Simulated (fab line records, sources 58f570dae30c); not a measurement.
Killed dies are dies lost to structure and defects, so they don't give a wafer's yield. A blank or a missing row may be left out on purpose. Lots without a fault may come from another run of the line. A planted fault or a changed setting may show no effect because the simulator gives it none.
Which tool did it? | flow berkeley_cmos170 | 14 lots, 42 wafers sampled, at 2 steps of a route of 331

WHAT THE GAUGES READ, wafer by wafer
UCB170_M1_CD_MEAS_90: target cd 700 nm.
lot  | measured     | on        | cd_nm (nm)
L175 | day 8 16:09  | cd_sem-02 | 697.8 700.4 696.4
L173 | day 8 18:12  | cd_sem-02 | 698.2 696.3 698.3
L174 | day 8 18:25  | cd_sem-02 | 701.0 698.1 699.0
L177 | day 8 21:43  | cd_sem-02 | 700.0 700.7 701.5
L179 | day 9 15:49  | cd_sem-01 | 698.3 700.2 697.6
L178 | day 9 16:33  | cd_sem-02 | 695.3 697.4 698.5
L180 | day 9 21:25  | cd_sem-01 | 696.0 699.4 702.8
L181 | day 9 22:44  | cd_sem-01 | 701.4 702.3 699.0
L183 | day 10 07:16 | cd_sem-01 | 698.9 697.3 698.4
L189 | day 11 06:04 | cd_sem-02 | 706.5 705.5 709.3
L187 | day 11 11:41 | cd_sem-02 | 706.2 707.5 706.8
L195 | day 12 10:08 | cd_sem-01 | 701.6 703.8 703.1
L194 | day 12 14:27 | cd_sem-01 | 698.4 698.3 696.1
L196 | day 12 15:34 | cd_sem-02 | 701.4 703.9 704.7

WHICH TOOL RAN EACH LOT (tool, then ch and the chambers of the sampled wafers, then the start)
lot  | UCB170_M1_METAL_ETCH_12
L175 | rie_metal-03 ch 0,1, day 8 15:52
L173 | rie_metal-02 ch 0,1, day 8 17:40
L174 | rie_metal-04 ch 0,1, day 8 18:01
L177 | rie_metal-02 ch 0,1, day 8 21:28
L179 | rie_metal-02 ch 0,1, day 9 15:35
L178 | rie_metal-03 ch 0,1, day 9 16:18
L180 | rie_metal-04 ch 0,1, day 9 21:11
L181 | rie_metal-02 ch 0, day 9 22:25
L183 | rie_metal-02 ch 0, day 10 06:40
L189 | rie_metal-02 ch 0,1, day 11 05:49
L187 | rie_metal-02 ch 0,1, day 11 11:27
L195 | rie_metal-04 ch 0,1, day 12 09:55
L194 | rie_metal-03 ch 1, day 12 14:05
L196 | rie_metal-04 ch 0, day 12 15:19
- UCB170_M1_METAL_ETCH_12: etches Al in Cl2/BCl3, stops on PSG, target depth 780 nm, time 130 s.

WHAT THE TOOLS THEMSELVES READ (means of the sampled wafers that have a number; where no wafer has one, the mark that the record gives instead)
UCB170_M1_METAL_ETCH_12.
lot  | tool         | chamber_pressure_mTorr (mTorr) | drypump_motor_current_A (A) | mfc_cl2_sccm (sccm) | oes_product_au (a.u.) | run_length_s (s) | throttle_valve_pct (%)
L175 | rie_metal-03 | 12.009                         | 6.1                         | 90.18               | 0.842                 | 158.9            | 24.64
L173 | rie_metal-02 | 12.004                         | 5.8                         | 90.02               | 0.862                 | 158.5            | 24.56
L174 | rie_metal-04 | 11.994                         | 6.0                         | 89.87               | 0.862                 | 158.3            | 24.53
L177 | rie_metal-02 | 12.005                         | 5.3                         | 89.87               | 0.851                 | 158.3            | 24.57
L179 | rie_metal-02 | 11.995                         | 5.3                         | 90.13               | 0.852                 | 158.3            | 24.57
L178 | rie_metal-03 | 11.992                         | 6.2                         | 90.26               | 0.857                 | 159.0            | 24.41
L180 | rie_metal-04 | 11.993                         | 6.0                         | 89.75               | 0.873                 | 158.1            | 24.52
L181 | rie_metal-02 | 11.997                         | 6.2                         | 89.98               | 0.878                 | 158.4            | 24.53
L183 | rie_metal-02 | 11.984                         | 6.3                         | 90.11               | 0.887                 | 158.2            | 24.52
L189 | rie_metal-02 | 11.991                         | 5.8                         | 89.76               | 1.009                 | 117.4            | 24.46
L187 | rie_metal-02 | 11.993                         | 5.7                         | 90.16               | 1.009                 | 117.6            | 24.48
L195 | rie_metal-04 | 12.008                         | 6.0                         | 90.06               | 0.871                 | 158.1            | 24.53
L194 | rie_metal-03 | 11.996                         | 6.3                         | 90.30               | 0.881                 | 158.7            | 24.16
L196 | rie_metal-04 | 11.999                         | 5.7                         | 90.36               | 0.862                 | 158.1            | 24.37

THE ANSWER, worked out from the rows above alone
Rule: what is usual is taken from the lots themselves. Put in order of their means at a reading, lots are off if they are a third of the lots or fewer, leave a main group of 4 or more, and stand apart from it by a gap of 3 or more times the standard deviation of the main group's means; of several such gaps the widest counts. A main group whose means are all the same, to the digits that the tables above print for the reading, isn't used. A lot without any number at a reading at which 4 lots or more have one is off too. The other lots that the step has rows for count as sound. The gauges are gone through in route order, then the tools' own readings, and for those a lot's mean is taken as printed above. The first step at which some lot is off is used, and at that step the reading that is off furthest; a lot without a number counts as furthest.
Off: L189, L187, at UCB170_M1_METAL_ETCH_12 (run_length_s). The main group: mean 158.4 s, standard deviation 0.3.
A tool fits if, at that step or a process step before it, it ran every lot that is off, and no sound lot after the first of them. One fits: rie_metal-02 at UCB170_M1_METAL_ETCH_12. Its last sound lot is L183 (day 10 06:40), its first lot that is off L189 (day 11 05:49): a fault that began between those two fits.
The tool's own readings at UCB170_M1_METAL_ETCH_12 bear it out: on the lots that are off they differ by more than 5 times the standard deviation of the sound lots' means. oes_product_au reads 1.009 a.u. there against 0.865 a.u. on the sound lots; run_length_s reads 117.5 s there against 158.4 s on the sound lots.

WHAT THE SIMULATOR HAD PUT IN
Process parameter drift: rie_metal-02, from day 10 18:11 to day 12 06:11, at UCB170_M1_METAL_ETCH_12. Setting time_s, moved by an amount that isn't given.
Lots struck among those shown: L189, L187. The rule above found the same.
